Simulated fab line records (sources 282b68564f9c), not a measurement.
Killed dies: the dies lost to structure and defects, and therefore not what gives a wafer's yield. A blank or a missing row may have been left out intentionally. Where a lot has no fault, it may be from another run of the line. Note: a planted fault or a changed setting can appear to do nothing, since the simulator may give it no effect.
Comparing a struck lot with a sound one || flow rit-cmos || 15 out of 202 route steps
Sound: wafers L627.2, L627.3, L627.5. Wafers L635.1, L635.4, L635.6 were the ones struck. The cause is given at the end.
Per side, at each step with rows, come the tool, then ch with its chambers, and then its first start. Under that, the readings that differ: sound wafers || struck wafers || difference of the means || sigmas: that difference in standard deviations of wafers without a fault.
alike: readings whose means differ by less than 2 such deviations, and words and numbers that are the same on both sides. not compared: withheld readings, readings that some wafer has no value for, bounds like >300 that may hide the same value, and numbers for which the record gives no deviation and whose values overlap.
The two part at a step that has a row with sigmas, a row that says differs or no value, or rows on one side only. When numbers do not overlap yet have no deviation, they are printed without sigmas and do not part them. A reading that every wafer of one side lacks parts them only if that side has two wafers or more.

first, 1 step without rows for these wafers: RIT_NRETRO_IMPLANT_08.
RIT_NRETRO_STRIP_09: strips in O2, time 180 s.
  sound on plasma-asher-04 ch 0, day 3 11:50; struck on plasma-asher-04 ch 0,1, day 5 00:53
  alike: chamber-pressure-mTorr, drypump-motor-current-A, rf-refl-power-W
  not compared: rf-hours-counter-h
RIT_NRETRO_TW_MEAS_10:
  sound: film-metro-03 at day 3 12:02; struck: film-metro-01 at day 5 01:04
  alike: NRETRO_TW
then, 6 steps without rows for these wafers: RIT_PRETRO_HMDS_00 (prime time 60 s); RIT_PRETRO_COAT_01 (resist thk 1300 nm); RIT_PRETRO_SOFTBAKE_02 (time 60 s); RIT_PRETRO_EXPOSE_03 (exposes mask M5, target cd 43700 nm); RIT_PRETRO_PEB_04; RIT_PRETRO_DEVELOP_05 (develop time 68 s).
RIT_PRETRO_OVL_MEAS_06:
  sound: overlay-02 at day 3 12:58; struck: overlay-02 at day 5 02:19
  alike: PRETRO_OVL
then, 2 steps without rows for these wafers: RIT_PRETRO_HARDBAKE_07 (time 120 s); RIT_PRETRO_IMPLANT_08.
RIT_PRETRO_STRIP_09: strips in O2, time 180 s.
  sound on plasma-asher-04 ch 0,1, day 3 13:24; struck on plasma-asher-04 ch 0, day 5 02:45
  no value came back on the struck wafers for chamber-pressure-mTorr (mTorr), drypump-motor-current-A (A), rf-refl-power-W (W); on the sound wafers chamber-pressure-mTorr (mTorr) reads 4003 3995 3995
{"reading": "model.NOVOLAK_of_PRETRO_COAT_01.thk-nm (nm)", "sound": "0 0 0", "struck": "1136 1137 1136", "difference": "+1136", "sigmas": ""}
  not compared: rf-hours-counter-h
RIT_PRETRO_TW_MEAS_10:
  sound: film-metro-02 at day 3 13:35; struck: film-metro-04 at day 5 02:55
{"reading": "PRETRO_TW", "sound": "473 473 474", "struck": "483 482 482", "difference": "+9", "sigmas": "+2"}
RIT_M1_PROBE_99:
  sound: prober-01 at day 4 16:49; struck: prober-01 at day 6 07:07
{"reading": "killed-at-front-end", "sound": "7 10 10", "struck": "264 263 264", "difference": "+255", "sigmas": "+85"}
{"reading": "killed-dies", "sound": "7 10 10", "struck": "264 264 264", "difference": "+255", "sigmas": "+85"}
{"reading": "killed-on-rim", "sound": "2 2 3", "struck": "70 70 70", "difference": "+68", "sigmas": "+56"}
  alike: killed-at-contacts, killed-open, killed-short

== WHERE THEY PART ==
At RIT_PRETRO_STRIP_09 first; at RIT_M1_PROBE_99 last (within this record only).

WHY: what had been put in by the simulator
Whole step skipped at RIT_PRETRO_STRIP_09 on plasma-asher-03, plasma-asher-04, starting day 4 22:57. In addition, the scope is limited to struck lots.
